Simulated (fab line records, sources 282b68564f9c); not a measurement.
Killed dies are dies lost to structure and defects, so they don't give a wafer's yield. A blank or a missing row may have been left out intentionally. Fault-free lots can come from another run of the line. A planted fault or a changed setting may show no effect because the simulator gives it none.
Which tool did it? :: flow rit cmos :: 14 lots with 42 wafers sampled at 3 steps, on a route of 202 steps

## WHAT THE GAUGES SHOWED, per wafer
RIT_PLDD_TW_MEAS_10.
lot: L228
measured: day 3 06:58
on: film metro-03
PLDD_TW: 2361 2359 2359

lot: L229
measured: day 3 19:59
on: film metro-01
PLDD_TW: 2322 2324 2333

lot: L230
measured: day 4 08:29
on: film metro-01
PLDD_TW: 2326 2313 2318

lot: L231
measured: day 4 12:29
on: film metro-02
PLDD_TW: 2377 2376 2390

lot: L232
measured: day 4 15:04
on: film metro-01
PLDD_TW: 2321 2331 2306

lot: L233
measured: day 4 20:52
on: film metro-01
PLDD_TW: 2325 2312 2311

lot: L236
measured: day 5 15:16
on: film metro-02
PLDD_TW: 2372 2374 2384

lot: L238
measured: day 5 19:59
on: film metro-03
PLDD_TW: 2357 2366 2364

lot: L239
measured: day 5 22:40
on: film metro-01
PLDD_TW: 2332 2322 2326

lot: L237
measured: day 5 22:59
on: film metro-01
PLDD_TW: 2329 2324 2324

lot: L242
measured: day 6 08:35
on: film metro-01
PLDD_TW: 2327 2320 2328

lot: L246
measured: day 6 23:14
on: film metro-01
PLDD_TW: 2407 2408 2409

lot: L248
measured: day 7 06:52
on: film metro-01
PLDD_TW: 2400 2409 2405

lot: L249
measured: day 7 09:04
on: film metro-03
PLDD_TW: 2335 2339 2334

RIT_SDANNEAL_RS_MEAS_06: uses a four-point probe to measure.
lot: L228
measured: day 3 13:12
on: film metro-02
PLDD_RS (ohm/sq): 178.8 178.4 178.2

lot: L229
measured: day 4 02:11
on: film metro-02
PLDD_RS (ohm/sq): 178.5 178.5 178.4

lot: L230
measured: day 4 15:05
on: film metro-03
PLDD_RS (ohm/sq): 177.9 178.1 177.7

lot: L231
measured: day 4 18:49
on: film metro-03
PLDD_RS (ohm/sq): 178.3 177.9 178.3

lot: L232
measured: day 4 21:20
on: film metro-03
PLDD_RS (ohm/sq): 178.4 178.0 178.2

lot: L233
measured: day 5 03:34
on: film metro-03
PLDD_RS (ohm/sq): 178.9 179.5 178.9

lot: L236
measured: day 5 22:32
on: film metro-02
PLDD_RS (ohm/sq): 178.7 178.7 178.6

lot: L238
measured: day 6 02:24
on: film metro-03
PLDD_RS (ohm/sq): 178.7 178.6 179.6

lot: L239
measured: day 6 07:12
on: film metro-03
PLDD_RS (ohm/sq): 178.0 178.9 178.7

lot: L237
measured: day 6 06:53
on: film metro-01
PLDD_RS (ohm/sq): 178.3 178.2 178.4

lot: L242
measured: day 6 15:41
on: film metro-01
PLDD_RS (ohm/sq): 178.6 179.2 179.6

lot: L246
measured: day 7 07:15
on: film metro-02
PLDD_RS (ohm/sq): 169.5 169.0 168.6

lot: L248
measured: day 7 13:05
on: film metro-03
PLDD_RS (ohm/sq): 168.5 168.3 168.6

lot: L249
measured: day 7 15:20
on: film metro-01
PLDD_RS (ohm/sq): 177.9 177.9 178.1

## EACH LOT AND THE TOOL THAT RAN IT (in order: tool; ch and the chambers of the sampled wafers; start)
lot: L228
RIT_PLDD_IMPLANT_08: implanter-01 ch 0, day 3 06:40

lot: L229
RIT_PLDD_IMPLANT_08: implanter-03 ch 0, day 3 19:40

lot: L230
RIT_PLDD_IMPLANT_08: implanter-01 ch 0, day 4 08:12

lot: L231
RIT_PLDD_IMPLANT_08: implanter-02 ch 0, day 4 12:09

lot: L232
RIT_PLDD_IMPLANT_08: implanter-03 ch 0, day 4 14:44

lot: L233
RIT_PLDD_IMPLANT_08: implanter-02 ch 0, day 4 20:35

lot: L236
RIT_PLDD_IMPLANT_08: implanter-02 ch 0, day 5 14:56

lot: L238
RIT_PLDD_IMPLANT_08: implanter-01 ch 0, day 5 19:42

lot: L239
RIT_PLDD_IMPLANT_08: implanter-03 ch 0, day 5 22:21

lot: L237
RIT_PLDD_IMPLANT_08: implanter-02 ch 0, day 5 22:40

lot: L242
RIT_PLDD_IMPLANT_08: implanter-01 ch 0, day 6 08:16

lot: L246
RIT_PLDD_IMPLANT_08: implanter-02 ch 0, day 6 22:55

lot: L248
RIT_PLDD_IMPLANT_08: implanter-02 ch 0, day 7 06:32

lot: L249
RIT_PLDD_IMPLANT_08: implanter-01 ch 0, day 7 08:44
- RIT_PLDD_IMPLANT_08

## WHAT THE TOOLS THEMSELVES READ (means of the sampled wafers that have a number; where no wafer has one, the mark that the record gives instead)
RIT_PLDD_IMPLANT_08.
lot: L228
tool: implanter-01
dose ions cm2: 9.000e+14
faraday current uA: 2835

lot: L229
tool: implanter-03
dose ions cm2: 9.007e+14
faraday current uA: 2840

lot: L230
tool: implanter-01
dose ions cm2: 9.007e+14
faraday current uA: 2788

lot: L231
tool: implanter-02
dose ions cm2: 9.008e+14
faraday current uA: 2869

lot: L232
tool: implanter-03
dose ions cm2: 9.001e+14
faraday current uA: 2876

lot: L233
tool: implanter-02
dose ions cm2: 9.000e+14
faraday current uA: 2847

lot: L236
tool: implanter-02
dose ions cm2: 9.010e+14
faraday current uA: 2773

lot: L238
tool: implanter-01
dose ions cm2: 8.999e+14
faraday current uA: 2828

lot: L239
tool: implanter-03
dose ions cm2: 9.001e+14
faraday current uA: 2839

lot: L237
tool: implanter-02
dose ions cm2: 8.992e+14
faraday current uA: 2863

lot: L242
tool: implanter-01
dose ions cm2: 8.997e+14
faraday current uA: 2834

lot: L246
tool: implanter-02
dose ions cm2: 1.024e+15
faraday current uA: 3243

lot: L248
tool: implanter-02
dose ions cm2: 1.025e+15
faraday current uA: 3224

lot: L249
tool: implanter-01
dose ions cm2: 9.001e+14
faraday current uA: 2822

## THE ANSWER, worked out from the rows above alone
Rule: the lots themselves supply what counts as usual. The widest of any qualifying gaps counts: lots, ordered by their means at a reading, are off when they make up no more than a third of the lots, leave a main group of 4 or more, and stand apart from it by 3 or more times the standard deviation of that group's means. If all means in a main group match to the digits the tables above print for the reading, that group is not used. A lot without any number at a reading at which 4 lots or more have one is off too. All remaining lots with rows at the step are treated as sound. After the gauges, taken in route order, come the tools' own readings; for these a lot's mean is taken, as printed above. The first step at which some lot is off is used, and at that step the reading that is off furthest; a lot without a number counts as furthest.
Off: at RIT_SDANNEAL_RS_MEAS_06 (PLDD_RS), L246, L248. The main group: mean 178.5 ohm/sq, standard deviation 0.4.
If a tool, at a process step before that reading, ran all the lots that are off and no sound lot after the first of them, it fits. Not tried: the gauges at RIT_SDANNEAL_RS_MEAS_06; whatever is off there is also off at RIT_PLDD_IMPLANT_08, on other tools, and gauge error can't account for it. One fits: implanter-02 at RIT_PLDD_IMPLANT_08. Its last sound lot is L237 (day 5 22:40), its first lot that is off L246 (day 6 22:55): a fault that began between those two fits.
The tool's own readings at RIT_PLDD_IMPLANT_08 bear it out: on the lots that are off they differ by more than 5 times the standard deviation of the sound lots' means. dose ions cm2 reads 1.024e+15 there against 9.002e+14 on the sound lots; faraday current uA reads 3234 there against 2834 on the sound lots.

## WHAT HAD BEEN PUT IN BY THE SIMULATOR
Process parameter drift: implanter-02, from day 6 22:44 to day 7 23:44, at RIT_PLDD_IMPLANT_08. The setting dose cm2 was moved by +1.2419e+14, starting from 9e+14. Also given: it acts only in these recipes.
Lots struck among those shown: L246, L248. The rule above found the same.
